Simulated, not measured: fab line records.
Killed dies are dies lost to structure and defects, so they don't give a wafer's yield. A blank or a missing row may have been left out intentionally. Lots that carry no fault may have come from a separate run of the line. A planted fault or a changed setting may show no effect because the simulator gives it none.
Struck lot and sound lot, side by side + flow rit_cmos + 15 out of 202 route steps
Sound: wafers L295.2, L295.4, L295.6. Wafers L301.1, L301.4, L301.6 were the ones struck. The cause is named last.
At each step with rows: each side's tool, then ch and its chambers, then its first start. Under that, the readings that differ: sound wafers + struck wafers + difference of the means + sigmas: that difference in standard deviations of wafers without a fault.
alike: readings with means less than 2 such deviations apart, plus words and numbers identical on both sides. not compared: withheld readings, readings lacking a value on some wafer, bounds such as >300 that could conceal the same value, and numbers that have no deviation in the record and whose values overlap.
A row with sigmas, a row that says differs or no value, or rows on one side alone: a step with any of these is where the two part. Numbers that don't overlap but have no deviation are shown without sigmas and don't part them. A reading that every wafer of one side lacks parts them only if that side has two wafers or more.

first, 2 steps without rows for these wafers: RIT_NWELL_HARDBAKE_07 (time 120 s); RIT_NWELL_IMPLANT_08.
RIT_NWELL_STRIP_09: strips in O2, time 180 s.
  sound on plasma_asher-02 ch 0, day 3 15:10; struck on plasma_asher-02 ch 0, day 4 21:33
  alike: drypump_motor_current_A
  not compared: rf_hours_counter_h
RIT_NWELL_TW_MEAS_10:
  sound on film_metro-04 at day 3 15:21; struck on film_metro-04 at day 4 21:44
  alike: NWELL_TW
then, 6 steps without rows for these wafers: RIT_PWELL_HMDS_00 (prime time 60 s); RIT_PWELL_COAT_01 (resist thk 1300 nm); RIT_PWELL_SOFTBAKE_02 (time 60 s); RIT_PWELL_EXPOSE_03 (exposes mask M3, target cd 43700 nm); RIT_PWELL_PEB_04; RIT_PWELL_DEVELOP_05 (develop time 68 s).
RIT_PWELL_OVL_MEAS_06:
  sound on overlay-01 at day 3 16:26; struck on overlay-02 at day 4 22:40
| reading        | sound       | struck         | difference | sigmas |
|----------------|-------------|----------------|------------|--------|
| PWELL_OVL (nm) | 0.6 1.4 1.0 | -0.7 -3.2 -2.0 | -3.0       | -2     |
then, 1 step without rows for these wafers: RIT_PWELL_HARDBAKE_07 (time 120 s).
RIT_PWELL_IMPLANT_08:
  sound on implanter-04 ch 0, day 3 16:44; struck on implanter-02 ch 0, day 4 22:57
| reading         | sound                | struck               | difference | sigmas |
|-----------------|----------------------|----------------------|------------|--------|
| beam_energy_keV | 170.01 170.00 170.00 | 171.90 171.96 171.95 | +1.93      | +36    |
RIT_PWELL_STRIP_09: strips in O2, time 180 s.
  sound on plasma_asher-01 ch 0,1, day 3 16:52; struck on plasma_asher-01 ch 1, day 4 23:15
  alike: drypump_motor_current_A
  not compared: rf_hours_counter_h
RIT_M1_PROBE_99:
  sound on prober-02 at day 5 07:38; struck on prober-02 at day 6 12:59
  alike: killed_at_contacts, killed_at_front_end, killed_dies, killed_on_rim, killed_open, killed_short

## WHERE THEY PART
Earliest at RIT_PWELL_OVL_MEAS_06; latest, in this record, at RIT_PWELL_IMPLANT_08. Later steps at which nothing parts them and some readings are alike: RIT_PWELL_STRIP_09, RIT_M1_PROBE_99.

WHY: the cause the simulator had injected
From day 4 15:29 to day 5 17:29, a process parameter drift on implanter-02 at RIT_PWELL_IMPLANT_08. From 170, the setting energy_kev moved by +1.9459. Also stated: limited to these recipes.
